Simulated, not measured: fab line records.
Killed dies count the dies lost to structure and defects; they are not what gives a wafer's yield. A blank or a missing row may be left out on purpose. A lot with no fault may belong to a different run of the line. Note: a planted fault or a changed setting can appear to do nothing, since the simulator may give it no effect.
Split-lot study + flow rit cmos + on a route of 202 steps: 5 lots, 23 wafers read

SPLIT DETAILS
At RIT_PLDD_IMPLANT_08, the setting energy kev was moved away from the recipe's 20 on 5 of the 23 wafers read, by -5.4% to +2.3%. For the rest of the wafers, this setting stayed at what the recipe calls for.

FROM THE SPLIT TO THE READING: what the file shows between them, 12 steps
- RIT_PLDD_STRIP_09: strips in O2, time 180 s
- RIT_SPACER_CLEAN_00: cleans in SC1, time 600 s
- RIT_SPACER_ETCHBACK_05: etches Si3N4 in SF6/CHF3, stops on SiO2, target depth 250 nm, time 240 s (also split here: time s)
- RIT_NSD_COAT_01: resist thk 1000 nm (also split here: spin rpm)
- RIT_NSD_SOFTBAKE_02: time 60 s
- RIT_NSD_EXPOSE_03: exposes mask M9, target cd 40700 nm
- RIT_NSD_DEVELOP_05: develop time 50 s
- RIT_NSD_HARDBAKE_07: time 60 s
- RIT_NSD_IMPLANT_08 (also split here: energy kev)
- RIT_PSD_IMPLANT_08 (also split here: energy kev)
- RIT_SDANNEAL_RTA_03: time 5 s (also split here: time s)
- RIT_SDANNEAL_RS_MEAS_04: measures by four-point-probe

THE READING
PLDD_RS in ohm/sq, measured at RIT_SDANNEAL_RS_MEAS_06 by four-point-probe. Typical for fault-free wafers on this fab line: 178.9 ohm/sq, with standard deviation 0.53 ohm/sq.

| wafer  | tool, chamber at the split | energy kev as run | against the recipe | PLDD_RS, ohm/sq | against lot-mates on the recipe |
|--------|----------------------------|-------------------|--------------------|-----------------|---------------------------------|
| L074.1 | implanter-02, 0            | 20                | recipe             | 179.3           | -                               |
| L074.2 | implanter-02, 0            | 20                | recipe             | 180.2           | -                               |
| L074.4 | implanter-02, 0            | 20                | recipe             | 180.3           | -                               |
| L074.5 | implanter-02, 0            | 20                | recipe             | 179.8           | -                               |
| L074.6 | implanter-02, 0            | 20                | recipe             | 179.0           | -                               |
| L078.1 | implanter-01, 0            | 20                | recipe             | 179.9           | -                               |
| L078.2 | implanter-01, 0            | 20                | recipe             | 179.6           | -                               |
| L078.5 | implanter-01, 0            | 20                | recipe             | 179.6           | -                               |
| L079.1 | implanter-01, 0            | 20                | recipe             | 179.2           | -                               |
| L079.2 | implanter-01, 0            | 20                | recipe             | 179.2           | -                               |
| L079.4 | implanter-01, 0            | 20.47             | +2.3%              | 176.4           | -2.5                            |
| L079.5 | implanter-01, 0            | 20                | recipe             | 178.2           | -                               |
| L079.6 | implanter-01, 0            | 20.47             | +2.3%              | 177.0           | -1.9                            |
| L080.2 | implanter-04, 0            | 18.92             | -5.4%              | 182.9           | +5.4                            |
| L080.3 | implanter-04, 0            | 18.92             | -5.4%              | 182.5           | +5.0                            |
| L080.4 | implanter-04, 0            | 20                | recipe             | 177.3           | -                               |
| L080.5 | implanter-04, 0            | 20                | recipe             | 177.7           | -                               |
| L080.6 | implanter-04, 0            | 18.92             | -5.4%              | 180.9           | +3.4                            |
| L084.1 | implanter-02, 0            | 20                | recipe             | 177.4           | -                               |
| L084.2 | implanter-02, 0            | 20                | recipe             | 178.8           | -                               |
| L084.3 | implanter-02, 0            | 20                | recipe             | 178.5           | -                               |
| L084.4 | implanter-02, 0            | 20                | recipe             | 178.9           | -                               |
| L084.6 | implanter-02, 0            | 20                | recipe             | 178.4           | -                               |

FIT RESULTS
A straight line over all 23 wafers: PLDD_RS changes by -0.636 ohm/sq for each +1% of energy kev; r = -0.83; the points scatter about the line by 0.91 ohm/sq.
The same after taking each lot's own level away (the mean of its wafers on the recipe; 23 wafers): -0.862 ohm/sq for each +1%; r = -0.96; scatter 0.53 ohm/sq.
According to that fit, moving energy kev by its largest amount changes the reading by 4.7 ohm/sq.
The lots' own levels span 177.50 to 179.72 ohm/sq, that is 4.2 times the standard deviation above.
Hence the slope depends on the lot-to-lot level, as the two fits are not the same.
Check: with one of the wafers moved furthest among these (-5.4%) left out of the fit, the line predicts +4.3 ohm/sq for it against its lot-mates. It came out at +5.4 ohm/sq against them.

FURTHER SPLITS ON THESE WAFERS
Other splits were also applied to these wafers ahead of the reading. Each is held against what the fit with the lots' levels taken away leaves over:
| other split on the same wafers | wafers away from the commonest value | r with PLDD_RS (lot level and that fit taken away) |
|--------------------------------|--------------------------------------|----------------------------------------------------|
| RIT_SPACER_ETCHBACK_05 time s  | 8                                    | -0.05                                              |
| RIT_NSD_COAT_01 spin rpm       | 10                                   | -0.11                                              |
| RIT_NSD_IMPLANT_08 energy kev  | 8                                    | +0.24                                              |
| RIT_PSD_IMPLANT_08 energy kev  | 11                                   | +0.00                                              |
| RIT_SDANNEAL_RTA_03 time s     | 10                                   | -0.59                                              |

THE WHOLE CHAIN: every reading that the file lists as answering this split, in the file's order
| step                    | what it does                 | reading                                                         | change (the file's fit)               | r (the file's) |
|-------------------------|------------------------------|-----------------------------------------------------------------|---------------------------------------|----------------|
| RIT_PLDD_IMPLANT_08     |                              | implant.rp nm (the simulator's own value, which no gauge read)  | +0.138 nm for each +1% of the setting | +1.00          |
| RIT_PLDD_IMPLANT_08     |                              | implant.drp nm (the simulator's own value, which no gauge read) | +0.069 nm for each +1% of the setting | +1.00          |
| RIT_SDANNEAL_RS_MEAS_06 | measures by four-point-probe | PLDD_RS                                                         | -0.861 for each +1% of the setting    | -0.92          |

FILE'S OWN FIT
PLDD_RS changes by -0.861 ohm/sq for each +1% of energy kev, r = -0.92.
